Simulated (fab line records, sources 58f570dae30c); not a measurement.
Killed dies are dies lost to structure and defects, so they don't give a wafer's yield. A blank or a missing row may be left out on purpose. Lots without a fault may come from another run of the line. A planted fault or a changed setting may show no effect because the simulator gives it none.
Which tool did it? | flow berkeley_cmos170 | 15 lots, 45 wafers sampled, at 2 steps of a route of 331

WHAT THE GAUGES READ, wafer by wafer
UCB170_M1_CD_MEAS_90: target cd 700 nm.
lot  | measured     | on        | cd_nm (nm)
L245 | day 8 16:09  | cd_sem-02 | 697.8 700.4 696.4
L243 | day 8 18:12  | cd_sem-02 | 698.2 696.3 698.3
L244 | day 8 18:25  | cd_sem-02 | 701.0 698.1 699.0
L247 | day 8 21:43  | cd_sem-02 | 700.0 700.7 701.5
L254 | day 10 08:35 | cd_sem-01 | 698.3 699.0 698.9
L252 | day 10 08:50 | cd_sem-01 | - - -
L259 | day 11 06:04 | cd_sem-02 | - - -
L258 | day 11 06:20 | cd_sem-01 | - - -
L261 | day 12 07:36 | cd_sem-02 | 699.6 698.7 701.1
L263 | day 12 10:01 | cd_sem-01 | 695.5 697.1 700.1
L265 | day 12 10:08 | cd_sem-01 | 701.6 703.8 703.1
L260 | day 12 10:25 | cd_sem-02 | 701.8 701.4 697.7
L264 | day 12 14:27 | cd_sem-01 | 698.4 698.3 696.1
L266 | day 12 15:34 | cd_sem-02 | 701.4 703.9 704.7
L262 | day 12 16:23 | cd_sem-01 | 697.9 694.1 699.1

WHICH TOOL RAN EACH LOT (tool, then ch and the chambers of the sampled wafers, then the start)
lot  | UCB170_M1_METAL_ETCH_12
L245 | rie_metal-03 ch 0,1, day 8 15:52
L243 | rie_metal-02 ch 0,1, day 8 17:40
L244 | rie_metal-04 ch 0,1, day 8 18:01
L247 | rie_metal-02 ch 0,1, day 8 21:28
L254 | rie_metal-03 ch 0,1, day 10 08:08
L252 | rie_metal-04 ch 0,1, day 10 08:19
L259 | rie_metal-02 ch 0,1, day 11 05:49
L258 | rie_metal-03 ch 0, day 11 06:07
L261 | rie_metal-02 ch 0,1, day 12 07:20
L263 | rie_metal-03 ch 0,1, day 12 09:47
L265 | rie_metal-04 ch 0,1, day 12 09:55
L260 | rie_metal-02 ch 0,1, day 12 10:11
L264 | rie_metal-03 ch 1, day 12 14:05
L266 | rie_metal-04 ch 0, day 12 15:19
L262 | rie_metal-02 ch 0,1, day 12 16:10
- UCB170_M1_METAL_ETCH_12: etches Al in Cl2/BCl3, stops on PSG, target depth 780 nm, time 130 s.

WHAT THE TOOLS THEMSELVES READ (means of the sampled wafers that have a number; where no wafer has one, the mark that the record gives instead)
UCB170_M1_METAL_ETCH_12.
lot  | tool         | bcl3_flow_sccm (sccm) | bias_w (W) | drypump_motor_current_A (A) | oes_product_au (a.u.) | throttle_valve_pct (%)
L245 | rie_metal-03 | 44.95                 | 120.3      | 6.1                         | 0.842                 | 24.64
L243 | rie_metal-02 | 45.06                 | 120.2      | 5.8                         | 0.862                 | 24.56
L244 | rie_metal-04 | 45.10                 | 120.1      | 6.0                         | 0.862                 | 24.53
L247 | rie_metal-02 | 45.06                 | 120.1      | 5.3                         | 0.851                 | 24.57
L254 | rie_metal-03 | 44.93                 | 120.1      | 6.1                         | 0.848                 | 24.64
L252 | rie_metal-04 | -                     | -          | -                           | -                     | -
L259 | rie_metal-02 | -                     | -          | -                           | -                     | -
L258 | rie_metal-03 | -                     | -          | -                           | -                     | -
L261 | rie_metal-02 | 44.85                 | 120.1      | 5.8                         | 0.862                 | 24.55
L263 | rie_metal-03 | 45.00                 | 120.2      | 6.2                         | 0.868                 | 24.40
L265 | rie_metal-04 | 45.02                 | 120.0      | 6.0                         | 0.871                 | 24.53
L260 | rie_metal-02 | 45.21                 | 120.3      | 5.8                         | 0.864                 | 24.55
L264 | rie_metal-03 | 45.05                 | 119.7      | 6.3                         | 0.881                 | 24.16
L266 | rie_metal-04 | 44.77                 | 119.6      | 5.7                         | 0.862                 | 24.37
L262 | rie_metal-02 | 44.95                 | 120.2      | 5.7                         | 0.862                 | 24.55

THE ANSWER, worked out from the rows above alone
Rule: what is usual is taken from the lots themselves. Put in order of their means at a reading, lots are off if they are a third of the lots or fewer, leave a main group of 4 or more, and stand apart from it by a gap of 3 or more times the standard deviation of the main group's means; of several such gaps the widest counts. A main group whose means are all the same, to the digits that the tables above print for the reading, isn't used. A lot without any number at a reading at which 4 lots or more have one is off too. The other lots that the step has rows for count as sound. The gauges are gone through in route order, then the tools' own readings, and for those a lot's mean is taken as printed above. The first step at which some lot is off is used, and at that step the reading that is off furthest; a lot without a number counts as furthest.
Off: L252, L259, L258, at UCB170_M1_CD_MEAS_90 (cd_nm). Without a number there: L252, L259, L258. The main group: mean 699.4 nm, standard deviation 2.
A tool fits if, at a process step before that reading, it ran every lot that is off, and no sound lot after the first of them. The gauges at UCB170_M1_CD_MEAS_90 aren't tried: what is off there is off at UCB170_M1_METAL_ETCH_12 too, on other tools, and a gauge's error can't cause that. None of those tried fits.

WHAT THE SIMULATOR HAD PUT IN
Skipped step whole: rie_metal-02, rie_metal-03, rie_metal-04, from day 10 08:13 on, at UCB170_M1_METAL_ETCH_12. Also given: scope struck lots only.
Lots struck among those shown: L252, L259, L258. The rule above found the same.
